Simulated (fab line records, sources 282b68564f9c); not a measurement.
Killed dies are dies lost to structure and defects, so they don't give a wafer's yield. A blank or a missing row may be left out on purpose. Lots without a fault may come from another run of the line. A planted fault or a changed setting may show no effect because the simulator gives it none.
Which tool did it? | flow rit_cmos | 13 lots, 39 wafers sampled, at 2 steps of a route of 202

WHAT THE GAUGES READ, wafer by wafer
The record holds no reading of a measuring or inspecting step that can be judged against a usual standard deviation.

WHICH TOOL RAN EACH LOT (tool, then ch and the chambers of the sampled wafers, then the start)
lot  | RIT_GATE_ETCH_19                | RIT_M1_PROBE_99
L243 | rie_si-02 ch 0,1,2, day 2 14:34 | -
L244 | rie_si-01 ch 0,1,3, day 2 22:45 | -
L245 | rie_si-02 ch 2,3, day 3 02:41   | -
L247 | rie_si-02 ch 2,3, day 3 13:25   | -
L249 | rie_si-02 ch 0,1,2, day 3 23:28 | -
L250 | rie_si-01 ch 1,2, day 4 02:17   | -
L252 | rie_si-01 ch 0,2,3, day 4 12:35 | -
L253 | rie_si-02 ch 1,2, day 4 20:13   | -
L254 | rie_si-01 ch 2,3, day 5 01:40   | -
L255 | rie_si-02 ch 0,1,2, day 5 05:28 | -
L259 | rie_si-02 ch 0,1, day 5 23:49   | prober-02, day 6 20:05
L260 | rie_si-01 ch 0,2,3, day 6 06:29 | -
L264 | rie_si-01 ch 0,1,2, day 7 01:07 | -
- RIT_GATE_ETCH_19: etches poly-Si in SF6/CHF3/O2, stops on SiO2, time 165 s, target depth 312.5 nm.
- RIT_M1_PROBE_99

WHAT THE TOOLS THEMSELVES READ (means of the sampled wafers that have a number; where no wafer has one, the mark that the record gives instead)
RIT_GATE_ETCH_19.
lot  | tool      | CHF3_flow_sccm (sccm) | drypump_motor_current_A (A) | oes_product_au (a.u.) | throttle_valve_pct (%)
L243 | rie_si-02 | 29.94                 | 5.7                         | 0.845                 | 10.24
L244 | rie_si-01 | 29.95                 | 5.8                         | 0.839                 | 10.29
L245 | rie_si-02 | 30.00                 | 5.6                         | 0.839                 | 10.39
L247 | rie_si-02 | 29.88                 | 5.5                         | 0.840                 | 10.29
L249 | rie_si-02 | 29.97                 | 5.7                         | 0.845                 | 10.23
L250 | rie_si-01 | 29.97                 | 5.5                         | 0.845                 | 10.21
L252 | rie_si-01 | 29.98                 | 5.7                         | 0.835                 | 10.22
L253 | rie_si-02 | 29.96                 | 5.4                         | 0.834                 | 10.25
L254 | rie_si-01 | 30.06                 | 6.0                         | 0.838                 | 10.15
L255 | rie_si-02 | 29.92                 | 5.7                         | 0.843                 | 10.23
L259 | rie_si-02 | 30.05                 | 6.0                         | 0.850                 | 10.22
L260 | rie_si-01 | 29.97                 | 5.7                         | 0.843                 | 10.22
L264 | rie_si-01 | 30.07                 | 5.5                         | 0.851                 | 10.28

RIT_M1_PROBE_99.
lot  | tool      | killed_at_M0_to_M3 | killed_at_contacts | killed_at_front_end | killed_dies | killed_open | killed_short
L259 | prober-02 | 0.3                | 0.0                | 13.0                | 13.3        | 4.3         | 4.0

THE ANSWER, worked out from the rows above alone
Rule: what is usual is taken from the lots themselves. Put in order of their means at a reading, lots are off if they are a third of the lots or fewer, leave a main group of 4 or more, and stand apart from it by a gap of 3 or more times the standard deviation of the main group's means; of several such gaps the widest counts. A main group whose means are all the same, to the digits that the tables above print for the reading, isn't used. A lot without any number at a reading at which 4 lots or more have one is off too. The other lots that the step has rows for count as sound. The gauges are gone through in route order, then the tools' own readings, and for those a lot's mean is taken as printed above. The first step at which some lot is off is used, and at that step the reading that is off furthest; a lot without a number counts as furthest.
No lot is off at any reading shown: from this, nothing can be told.

WHAT THE SIMULATOR HAD PUT IN
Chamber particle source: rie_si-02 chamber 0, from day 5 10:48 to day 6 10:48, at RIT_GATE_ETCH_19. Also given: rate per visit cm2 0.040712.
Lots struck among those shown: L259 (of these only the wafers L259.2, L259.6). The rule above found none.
